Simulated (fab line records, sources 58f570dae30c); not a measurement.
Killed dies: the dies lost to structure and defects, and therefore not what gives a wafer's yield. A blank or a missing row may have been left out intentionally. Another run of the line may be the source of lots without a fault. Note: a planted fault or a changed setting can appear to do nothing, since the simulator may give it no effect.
Struck lot and sound lot, side by side	flow berkeley_cmos170	22 out of 331 route steps
Sound: wafers L339.2, L339.4, L339.5. The struck wafers were L346.1, L346.2, L346.4. The cause is named last.
For every step that has rows: the tool of each side, followed by ch and its chambers, followed by its first start. Under that, the readings that differ: sound wafers	struck wafers	difference of the means	sigmas: that difference in standard deviations of wafers without a fault.
alike: readings with means less than 2 such deviations apart, plus words and numbers identical on both sides. not compared: withheld readings, readings lacking a value on some wafer, bounds such as >300 that could conceal the same value, and numbers that have no deviation in the record and whose values overlap.
The two part at a step that has a row with sigmas, a row that says differs or no value, or rows on one side only. Non-overlapping numbers with no deviation appear without sigmas and do not part them. Lack of a reading on every wafer of one side parts them only where that side has two or more wafers.

first, 3 steps without rows for these wafers: UCB170_ZERO_EXPOSE_03 (exposes mask PM MARKS, target cd 4000 nm); UCB170_ZERO_PEB_04; UCB170_ZERO_DEVELOP_05 (develop time 45 s).
UCB170_ZERO_ETCH_06: etches SiO2 in CHF3/CF4/Ar, time 12 s.
  sound on rie_diel-03 ch 0,1,3, day 2 15:21; struck on rie_diel-01 ch 1,2,3, day 4 04:52
  alike: drypump_motor_current_A, oes_product_au, throttle_valve_pct
  not compared: rf_hours_counter_h
UCB170_ZERO_STRIP_07: strips in O2.
  sound on plasma_asher-03 ch 0,1, day 2 15:22; struck on plasma_asher-04 ch 0,1, day 4 04:53
reading	sound	struck	difference	sigmas
oes_product_au (a.u.)	0.736 0.735 0.733	0.724 0.722 0.715	-0.014	-3
  alike: drypump_motor_current_A, strip_time_to_endpoint_s
  not compared: rf_hours_counter_h
then, 2 steps without rows for these wafers: UCB170_NWELL_WET_ETCH_00 (etches SiO2 in dHF, time 200 s); UCB170_NWELL_OXIDATION_01 (target thk 26.4 nm, ox time 1260 s).
UCB170_NWELL_THK_MEAS_02:
  sound on film_metro-04, day 2 19:32; struck on film_metro-02, day 4 07:53
reading	sound	struck	difference	sigmas
NWELL_OXIDE_THK (nm)	25.7 25.7 25.7	27.4 26.9 26.9	+1.4	+3
then, 2 steps without rows for these wafers: UCB170_NWELL_ANNEAL_03 (time 900 s); UCB170_NWELL_CVD_04 (deposits Si3N4 from SiH2Cl2/NH3, target thk 224 nm, time 3360 s).
UCB170_NWELL_THK_MEAS_05:
  sound on film_metro-04, day 3 03:34; struck on film_metro-01, day 4 12:25
  alike: NWELL_NITRIDE_THK
then, 1 step without rows for these wafers: UCB170_NWELL_HMDS_06 (prime time 60 s).
UCB170_NWELL_COAT_07: resist thk 900 nm.
  sound on litho_track-03 ch 0, day 3 03:49; struck on litho_track-03 ch 0, day 4 12:37
reading	sound	struck	difference	sigmas
model.KrF_of_NWELL_COAT_07.thk_nm (nm)	901.9 901.6 901.8	921.1 925.4 924.2	+21.8	
  alike: dispense_pressure_kPa, spin_speed_rpm
then, 4 steps without rows for these wafers: UCB170_NWELL_SOFTBAKE_08 (time 60 s); UCB170_NWELL_EXPOSE_09 (exposes mask NWELL, target cd 3000 nm); UCB170_NWELL_PEB_10; UCB170_NWELL_DEVELOP_11 (develop time 45 s).
UCB170_NWELL_OVL_MEAS_12:
  sound on overlay-02, day 3 04:52; struck on overlay-01, day 4 13:33
  alike: NWELL_OVL
UCB170_NWELL_ETCH_13: etches Si3N4 in CH3F/Ar/O2, stops on SiO2, target depth 246.4 nm, time 154 s.
  sound on rie_diel-03 ch 0,1,3, day 3 04:54; struck on rie_diel-02 ch 1,2,3, day 4 13:35
reading	sound	struck	difference	sigmas
model.KrF_of_NWELL_COAT_07.thk_nm (nm)	717.5 724.4 725.2	739.6 751.3 743.2	+22.3	
  alike: drypump_motor_current_A, oes_product_au, throttle_valve_pct
  not compared: rf_hours_counter_h
next, for these wafers, 1 step has no rows: UCB170_NWELL_IMPLANT_14.
UCB170_NWELL_STRIP_15: strips in O2.
  sound on plasma_asher-01 ch 0, day 3 05:09; struck on plasma_asher-01 ch 0,1, day 4 13:50
reading	sound	struck	difference	sigmas
strip_time_to_endpoint_s (s)	17.93 18.08 18.10	18.46 18.73 18.52	+0.53	+5
  alike: drypump_motor_current_A, oes_product_au
  not compared: rf_hours_counter_h
UCB170_NWELL_TW_MEAS_16:
  sound on film_metro-02, day 3 05:16; struck on film_metro-02, day 4 13:56
  alike: NWELL_TW

WHERE THEY PART
At UCB170_ZERO_STRIP_07 first; at UCB170_NWELL_STRIP_15 last (within this record only). Later steps at which nothing parts them and some readings are alike: UCB170_NWELL_TW_MEAS_16.

WHY: whatever the simulator had introduced
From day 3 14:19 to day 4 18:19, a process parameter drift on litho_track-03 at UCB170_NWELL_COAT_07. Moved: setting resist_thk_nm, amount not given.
